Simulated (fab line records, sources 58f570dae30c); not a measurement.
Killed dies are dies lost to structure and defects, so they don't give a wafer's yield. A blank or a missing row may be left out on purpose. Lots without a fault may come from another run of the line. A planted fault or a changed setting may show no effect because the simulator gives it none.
fab line records | flow berkeley_cmos170
record lots=14 wafers=42 last_day=12
route steps=331 shown ZERO@12 NLDD@168 V1@266 M2@278
lots that met no fault: from a run of the same line without faults
start_h: hours from the record's first day to the start of the lot's first wafer shown | wait_h: hours since the lot's step before | " the same as in the row above | L1.1+2: a row that stands for several wafers | - no value, or no start given | * or withheld: withheld | < > ~ a bound
route shown NAME@n: a module of which the file shows steps, and the number in the route of the first | usual: mean/standard deviation of fault-free wafers | same: alike in all rows | chamber/n: place in a boat | sites: the reading at each site | _std_site: their standard deviation | _edge_site: outer sites' mean less inner sites' | radius_mm: how far each site lies from the wafer's centre | mask NAME#n: copy n | behind: the tool/chamber that last shaped the wafer | hold: why the lot was held/for how many hours/how that ended | device: the transistor (n, p or np) that didn't switch | end of line: the same wafers' tests at the end of the route | a step without rows: its recipe alone | killed: dies lost to structure and defects at the first sort, not the wafer's yield | map: a wafer's dies, x killed, . not, _ none there
set.NAME: the setting as run; set.NAME@STEP: as run at that earlier step | model.NAME: the simulator's own value behind a step, which no gauge read
steps of the route over a sample of lots; a table a step, a row a wafer
services: from which hour (start_h, from the record's first day; less than 0 if before it) a tool's chamber was out of use, for how many hours, and why
## steps
# step UCB170_ZERO_ETCH_06
# recipe chemistry=CHF3/CF4/Ar target=SiO2 time_s=12 pressure_mtorr=100 rf_w=500 CHF3_flow_sccm=50 cf4_flow_sccm=10 Ar_flow_sccm=120 over_etch_frac=1.58
# usual chamber_pressure_mTorr=100.01/0.098 drypump_motor_current_A=5.8/0.44 oes_product_au=0.620/0.0086 throttle_valve_pct=9.23/0.17
# columns lot.wafer tool chamber start_h wait_h chamber_pressure_mTorr drypump_motor_current_A oes_product_au rf_hours_counter_h throttle_valve_pct
L658.2 rie_diel-02 1 26.52 - 99.94 5.5 0.620 22 9.14
L658.4 " 2 " " 100.09 5.4 0.635 78 9.17
L658.5 " 0 " " 100.11 6.4 0.615 - 9.09
L660.1 rie_diel-03 2 38.23 - 100.10 5.0 0.608 70 9.21
L660.3 " 1 " " 100.00 5.7 0.630 107 9.07
L660.6 " 1 " " 100.02 5.7 0.627 - 9.06
L661.1 rie_diel-04 2 42.88 - 99.97 5.4 0.623 13 9.44
L661.3 " 3 " " 99.95 5.9 0.626 52 9.34
L661.5 " 3 " " 100.22 5.9 0.611 - 9.33
L662.2 rie_diel-03 2 50.55 - 99.98 5.0 0.614 70 9.23
L662.4 " 0 " " 99.89 5.7 0.620 27 9.24
L662.6 " 0 " " 100.02 5.8 0.619 - 9.25
L663.3 rie_diel-03 3 54.24 - 99.99 6.4 0.612 49 8.96
L663.4 " 1 " " 100.03 5.7 0.629 108 9.05
L663.6 " 0 " " 100.05 5.8 0.622 - 9.25
L664.2 rie_diel-02 0 59.18 - 99.88 6.4 0.603 101 9.10
L664.4 " 2 " " 100.07 5.3 0.630 80 9.18
L664.6 " 3 " " 100.06 5.8 0.610 - 9.61
L665.1 rie_diel-02 0 68.93 - 100.00 6.4 0.609 101 9.11
L665.4 " 1 " " 99.99 5.4 0.622 24 9.15
L665.5 " 2 " " 100.06 5.3 0.626 - 9.17
L667.2 rie_diel-04 2 72.85 - 100.06 5.4 0.613 15 9.42
L667.3 " 3 " " 100.05 5.9 0.620 53 9.32
L667.5 " 1 " " 99.92 5.9 0.629 - 9.11
L668.3 rie_diel-02 3 77.57 - 99.81 5.7 0.610 136 9.61
L668.5 " 2 " " 100.01 5.3 0.639 - 9.18
L668.6 " 3 " " 100.13 5.8 0.618 - 9.62
L669.2 rie_diel-03 0 84.34 - 99.95 5.8 0.624 29 9.26
L669.3 " 1 " " 100.09 5.7 0.631 109 9.05
L669.6 " 1 " " 99.97 5.7 0.632 - 9.05
L672.3 rie_diel-03 3 97.93 - 100.17 6.4 0.736 51 8.99
L672.5 " 1 " " 99.90 5.7 0.746 - 9.06
L672.6 " 2 " " 100.06 5.0 0.739 - 9.23
L671.1 rie_diel-04 0 98.21 - 99.89 6.5 0.612 130 9.25
L671.4 " 3 " " 100.01 5.9 0.625 55 9.34
L671.6 " 0 " " 99.83 6.5 0.624 - 9.25
L676.1 rie_diel-03 3 119.43 - 100.15 6.5 0.733 52 8.98
L676.5 " 0 " " 100.08 5.8 0.756 - 9.25
L676.6 " 1 " " 99.92 5.7 0.752 - 9.07
L678.2 rie_diel-02 0 130.11 - 100.01 6.4 0.606 104 9.10
L678.3 " 2 " " 100.13 5.4 0.636 83 9.17
L678.4 " 3 " " 99.94 5.8 0.619 - 9.60
# step UCB170_NLDD_STRIP_10
# recipe chemistry=O2 power_w=400 pressure_mtorr=3500 platen_temp_c=withheld o2_flow_sccm=400 overash_fraction=0.5
# usual chamber_pressure_mTorr=3500/3.3 drypump_motor_current_A=5.6/0.63 oes_product_au=0.734/0.0044 strip_time_to_endpoint_s=21.66/0.056
# columns lot.wafer tool chamber start_h wait_h chamber_pressure_mTorr drypump_motor_current_A oes_product_au rf_hours_counter_h strip_time_to_endpoint_s
L658.2 plasma_asher-01 0 131.31 0.1 3499 6.1 0.737 35 21.75
L658.4 " 0 " " 3501 6.1 0.734 - 21.68
L658.5 " 0 " " 3496 6.1 0.737 - 21.71
L660.1 plasma_asher-02 0 141.95 0.1 3496 6.4 0.733 43 21.66
L660.3 " 0 " " 3498 6.4 0.733 - 21.65
L660.6 " 0 " " 3495 6.5 0.736 - 21.70
L661.1 plasma_asher-01 1 160.06 0.1 3497 5.8 0.741 39 21.70
L661.3 " 1 " " 3499 5.8 0.730 - 21.73
L661.5 " 1 " " 3494 5.8 0.738 - 21.74
L663.3 plasma_asher-02 1 166.30 0.1 3504 4.7 0.723 - 21.65
L663.4 " 0 " " 3499 6.4 0.737 - 21.63
L663.6 " 0 " " 3499 6.4 0.735 - 21.56
L667.2 plasma_asher-02 0 173.23 0.1 3504 6.4 0.730 47 21.58
L667.3 " 0 " " 3503 6.4 0.735 - 21.65
L667.5 " 0 " " 3501 6.4 0.731 - 21.62
L662.2 plasma_asher-01 1 173.51 0.1 3494 5.8 0.736 41 21.70
L662.4 " 1 " " 3498 5.8 0.738 - 21.65
L662.6 " 0 " " 3500 6.1 0.733 - 21.65
L665.1 plasma_asher-04 1 173.76 0.1 3503 5.4 0.734 46 21.65
L665.4 " 1 " " 3504 5.4 0.730 - 21.63
L665.5 " 0 " " 3500 5.0 0.743 - 21.70
L664.2 plasma_asher-02 1 173.88 0.1 3501 4.7 0.736 47 21.67
L664.4 " 0 " " 3498 6.5 0.738 - 21.65
L664.6 " 0 " " 3499 6.5 0.733 - 21.64
L668.3 plasma_asher-02 1 189.63 0.1 3499 4.7 0.734 - 21.68
L668.5 " 1 " " 3493 4.7 0.729 - 21.65
L668.6 " 0 " " 3498 6.4 0.728 - 21.64
L669.2 plasma_asher-04 1 195.74 0.1 3496 5.5 0.729 49 21.51
L669.3 " 1 " " 3506 5.5 0.741 - 21.60
L669.6 " 1 " " 3497 5.5 0.736 - 21.53
L671.1 plasma_asher-01 1 217.12 0.1 3498 5.8 0.741 45 21.70
L671.4 " 1 " " 3502 5.8 0.730 - 21.63
L671.6 " 0 " " 3500 6.1 0.731 - 21.62
L672.3 plasma_asher-02 0 217.54 0.1 3498 6.4 0.739 - 21.71
L672.5 " 1 " " 3503 4.7 0.731 - 21.61
L672.6 " 0 " " 3502 6.4 0.743 - 21.65
L676.1 plasma_asher-04 0 235.13 0.1 3499 5.0 0.734 53 21.72
L676.5 " 1 " " 3499 5.4 0.740 - 21.73
L676.6 " 0 " " 3495 5.0 0.731 - 21.71
L678.2 plasma_asher-04 0 243.57 0.1 3500 5.0 0.731 54 21.59
L678.3 " 1 " " 3498 5.5 0.733 - 21.72
L678.4 " 0 " " 3506 5.0 0.734 - 21.70
# step UCB170_V1_CD_MEAS_12
# recipe target_cd_nm=700
# usual cd_nm=699.4/1.6
# columns lot.wafer tool chamber start_h wait_h cd_nm
L658.2 cd_sem-02 - 159.32 - 697.7
L658.4 " - " " 697.7
L658.5 " - " " 696.9
L660.1 cd_sem-01 - 168.11 - 699.7
L660.3 " - " " 700.1
L660.6 " - " " 698.8
L661.1 cd_sem-01 - 188.92 - 699.4
L661.3 " - " " 699.3
L661.5 " - " " 699.8
L663.3 cd_sem-02 - 195.05 - 696.8
L663.4 " - " " 697.4
L663.6 " - " " 697.4
L665.1 cd_sem-01 - 200.85 - 697.9
L665.4 " - " " 698.4
L665.5 " - " " 697.4
L664.2 cd_sem-02 - 201.06 - 697.5
L664.4 " - " " 695.8
L664.6 " - " " 696.2
L667.2 cd_sem-02 - 201.30 - 697.8
L667.3 " - " " 696.2
L667.5 " - " " 697.9
L662.2 cd_sem-01 - 201.54 - 699.8
L662.4 " - " " 700.9
L662.6 " - " " 701.3
L668.3 cd_sem-01 - 215.40 - 700.7
L668.5 " - " " 699.4
L668.6 " - " " 700.0
L669.2 cd_sem-02 - 221.89 - 700.0
L669.3 " - " " 700.0
L669.6 " - " " 700.8
L672.3 cd_sem-01 - 245.78 - 701.0
L672.5 " - " " 701.1
L672.6 " - " " 700.5
L671.1 cd_sem-01 - 245.98 - 697.3
L671.4 " - " " 698.1
L671.6 " - " " 698.2
L676.1 cd_sem-02 - 262.31 - 700.3
L676.5 " - " " 701.1
L676.6 " - " " 700.5
L678.2 cd_sem-01 - 268.68 - 699.4
L678.3 " - " " 698.7
L678.4 " - " " 699.9
# step UCB170_M2_STRIP_07
# recipe chemistry=O2 power_w=400 pressure_mtorr=3500 platen_temp_c=withheld o2_flow_sccm=400 overash_fraction=0.5
# usual chamber_pressure_mTorr=3500/3.3 drypump_motor_current_A=5.6/0.64 oes_product_au=0.734/0.0045 strip_time_to_endpoint_s=21.96/0.06
# columns lot.wafer tool chamber start_h wait_h chamber_pressure_mTorr drypump_motor_current_A oes_product_au rf_hours_counter_h strip_time_to_endpoint_s
L658.2 plasma_asher-02 1 160.96 0.1 3499 4.7 0.741 45 22.02
L658.4 " 1 " " 3500 4.7 0.731 - 22.01
L658.5 " 1 " " 3496 4.7 0.733 - 22.08
L660.1 plasma_asher-03 0 169.53 0.1 3500 6.2 0.730 7 21.99
L660.3 " 1 " " 3504 6.2 0.728 - 22.01
L660.6 " 0 " " 3500 6.2 0.733 - 21.88
L661.1 plasma_asher-02 1 190.27 0.1 3504 4.7 0.733 48 22.02
L661.3 " 1 " " 3506 4.7 0.733 - 22.02
L661.5 " 0 " " 3496 6.4 0.738 - 21.92
L663.3 plasma_asher-04 1 196.38 0.1 3502 5.5 0.737 - 22.08
L663.4 " 0 " " 3502 5.0 0.726 - 21.99
L663.6 " 1 " " 3497 5.4 0.740 - 21.99
L665.1 plasma_asher-04 1 202.19 0.1 3505 5.5 0.739 49 22.01
L665.4 " 1 " " 3499 5.4 0.734 - 22.02
L665.5 " 1 " " 3504 5.4 0.735 - 21.99
L664.2 plasma_asher-03 0 202.37 0.1 3500 6.2 0.729 10 22.01
L664.4 " 1 " " 3503 6.1 0.742 - 21.95
L664.6 " 1 " " 3498 6.1 0.739 - 21.95
L667.2 plasma_asher-04 1 202.61 0.1 3502 5.5 0.737 50 21.96
L667.3 " 0 " " 3495 5.0 0.735 - 21.98
L667.5 " 1 " " 3500 5.4 0.728 - 21.95
L662.2 plasma_asher-02 0 202.85 0.1 3496 6.5 0.726 49 21.92
L662.4 " 0 " " 3507 6.5 0.740 - 21.98
L662.6 " 1 " " 3499 4.7 0.733 - 22.03
L668.3 plasma_asher-03 0 216.73 0.1 3507 6.2 0.730 - 21.87
L668.5 " 0 " " 3500 6.2 0.739 - 21.93
L668.6 " 1 " " 3495 6.1 0.736 - 21.92
L669.2 plasma_asher-04 1 224.16 0.1 3498 5.4 0.729 52 22.01
L669.3 " 1 " " 3501 5.4 0.740 - 21.98
L669.6 " 0 " " 3500 5.0 0.730 - 22.00
L672.3 plasma_asher-02 1 247.11 0.1 3500 4.7 0.739 - 21.98
L672.5 " 1 " " 3500 4.7 0.731 - 21.98
L672.6 " 0 " " 3504 6.5 0.731 - 21.97
L671.1 plasma_asher-03 0 247.32 0.1 3493 6.2 0.726 15 21.99
L671.4 " 1 " " 3500 6.1 0.736 - 21.86
L671.6 " 0 " " 3495 6.2 0.732 - 21.92
L676.1 plasma_asher-04 0 263.87 0.1 3506 5.1 0.734 57 21.87
L676.5 " 1 " " 3498 5.5 0.735 - 21.99
L676.6 " 0 " " 3503 5.0 0.735 - 21.88
L678.2 plasma_asher-03 0 269.99 0.1 3502 6.2 0.731 18 21.91
L678.3 " 1 " " 3505 6.1 0.733 - 21.88
L678.4 " 0 " " 3499 6.2 0.731 - 21.84
## services
# columns tool chamber start_h hours kind
plasma_asher-03 - 10.38 3.3 repair
plasma_asher-02 - 16.44 1.4 repair
rie_diel-03 2 26.46 4.2 repair
plasma_asher-02 - 38.14 0.6 repair
rie_diel-02 - 51.41 0.7 repair
plasma_asher-03 - 53.98 3.3 repair
rie_diel-03 - 61.56 4.3 pm
rie_diel-02 0 62.11 4.4 repair
plasma_asher-02 - 87.94 1.9 repair
plasma_asher-04 - 94.13 15.8 repair
rie_diel-03 0 95.14 6.9 repair
plasma_asher-03 - 108.75 9.0 pm
rie_diel-02 1 117.27 25.0 repair
plasma_asher-02 - 125.29 10.7 pm
plasma_asher-04 - 136.16 13.9 pm
rie_diel-02 0 136.40 9.7 repair
rie_diel-03 2 155.16 8.1 repair
rie_diel-02 - 155.32 28.1 pm
rie_diel-03 0 187.32 8.9 repair
plasma_asher-02 - 195.31 7.5 repair
plasma_asher-03 - 195.47 2.8 pm
rie_diel-02 1 199.15 23.7 repair
plasma_asher-02 - 200.49 1.3 repair
rie_diel-03 0 251.64 5.7 repair
## key
first_sign step=UCB170_ZERO_ETCH_06 reading=oes_product_au direction=up sigmas=14 usual=0.620 struck=0.744
effect none on later readings
met_at UCB170_ZERO_ETCH_06
struck_lots L672,L676
tester_left_out L672,L676
not_acting_at UCB170_NLDD_STRIP_10,UCB170_V1_CD_MEAS_12,UCB170_M2_STRIP_07
onset_between 84.34 97.93
fault kind=process_parameter_drift tool=rie_diel-03 chamber=- onset_h=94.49 steps=UCB170_ZERO_ETCH_06 channel=time_s offset=* shape=step end_h=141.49 acts_in=* stated=*
# tester_left_out: of these lots the tester's yield and bins aren't shown, on N5 and GAA mostly nor the transistor test; their killed dies are dies lost to structure and defects alone, not to doping, threshold or leakage, so they don't give the yield
